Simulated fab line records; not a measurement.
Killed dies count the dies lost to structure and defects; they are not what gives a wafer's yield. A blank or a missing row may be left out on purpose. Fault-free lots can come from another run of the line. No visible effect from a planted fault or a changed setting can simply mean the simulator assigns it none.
One fault seen from 2 desks | flow berkeleyCmos170 | numbers are kept per desk, each desk with only its own; the story behind them comes last

THE METROLOGY DESK
Means of the sampled wafers that have a number, per lot and without regard to the tool the lot ran on: this is what the gauges read. The brackets show how far a lot's mean lies from the usual mean; more than 4 standard deviations puts the lot out of limits, marked OUT.
Columns: A = M2_AL_RS at UCB170_M2_RS_MEAS_02, usual 0.0323 ohm/sq; B = M2_OVL at UCB170_M2_OVL_MEAS_16, usual -1 nm
lot  | first seen here | A      | B
L521 | day 8 18:58     | 0.0328 | 2
L525 | day 9 11:19     | 0.0327 | -3
L524 | day 9 13:34     | 0.0318 | 3
L523 | day 9 13:40     | 0.0320 | -3
L527 | day 10 05:08    | 0.0324 | 6
L526 | day 10 06:16    | 0.0324 | 0
L530 | day 10 20:42    | 0.0323 | -7
L529 | day 10 21:55    | 0.0323 | 7
L536 | day 12 02:23    | 0.0316 | -11
L538 | day 12 03:13    | 0.0323 | -2
L543 | day 13 07:16    | 0.0329 | -2
L540 | day 13 07:27    | 0.0320 | -5
L542 | day 13 08:07    | 0.0318 | 1
L544 | day 14 02:51    | 0.0324 | -11
This desk's verdict: no lot among the 14 shows anything out of limits.

AT THE TOOL OWNER'S DESK: rieDiel-02
The tool's own readings at UCB170_V1_ETCH_14 (etches SiO2 in CHF3/CF4/Ar, stops on Al, target depth 1250 nm, time 291 s): means of the sampled wafers that have a number, for each lot that ran on this tool. The brackets show how far a lot's mean lies from the usual mean; more than 4 standard deviations puts the lot out of limits, marked OUT.
Columns: A = drypumpMotorCurrentA at UCB170_V1_ETCH_14, usual 5.8 A; B = oesProductAu at UCB170_V1_ETCH_14, usual 0.872 a.u.; C = rfFwdPowerW at UCB170_V1_ETCH_14, usual 698.2 W; D = throttleValvePct at UCB170_V1_ETCH_14, usual 6.97 %
lot  | first seen here | A   | B                | C     | D
L521 | day 8 18:25     | 5.9 | 0.866            | 697.5 | 6.97
L524 | day 9 12:59     | 5.7 | 0.875            | 700.5 | 6.94
L529 | day 10 21:17    | 5.8 | 0.864            | 698.9 | 6.99
L536 | day 12 01:50    | 6.1 | 0.776 (-8.7) OUT | 700.0 | 7.00
L538 | day 12 02:40    | 5.8 | 0.778 (-8.5) OUT | 696.8 | 6.99
This desk's verdict: out of limits on L536, L538, starting with L536 at day 12 01:50 (oesProductAu at UCB170_V1_ETCH_14). Within limits: L521, L524, L529.

TAKEN TOGETHER
The tool owner's desk could have raised an alarm at day 12 01:50, on L536, L538.
From the metrology desk's view, nothing was out of limits.
The metrology desk holds a record of L536, L538, inside its limits.
UCB170_V1_ETCH_14 was run on rieDiel-02 by each of the lots named.

WHAT WAS PUT IN BY THE SIMULATOR
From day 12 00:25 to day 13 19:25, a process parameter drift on rieDiel-02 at UCB170_V1_ETCH_14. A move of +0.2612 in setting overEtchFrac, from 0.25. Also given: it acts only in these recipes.
Lots struck among those shown: L536, L538.
Hours from the fault's start to each desk's first reading out of limits: the tool owner's desk, 1.
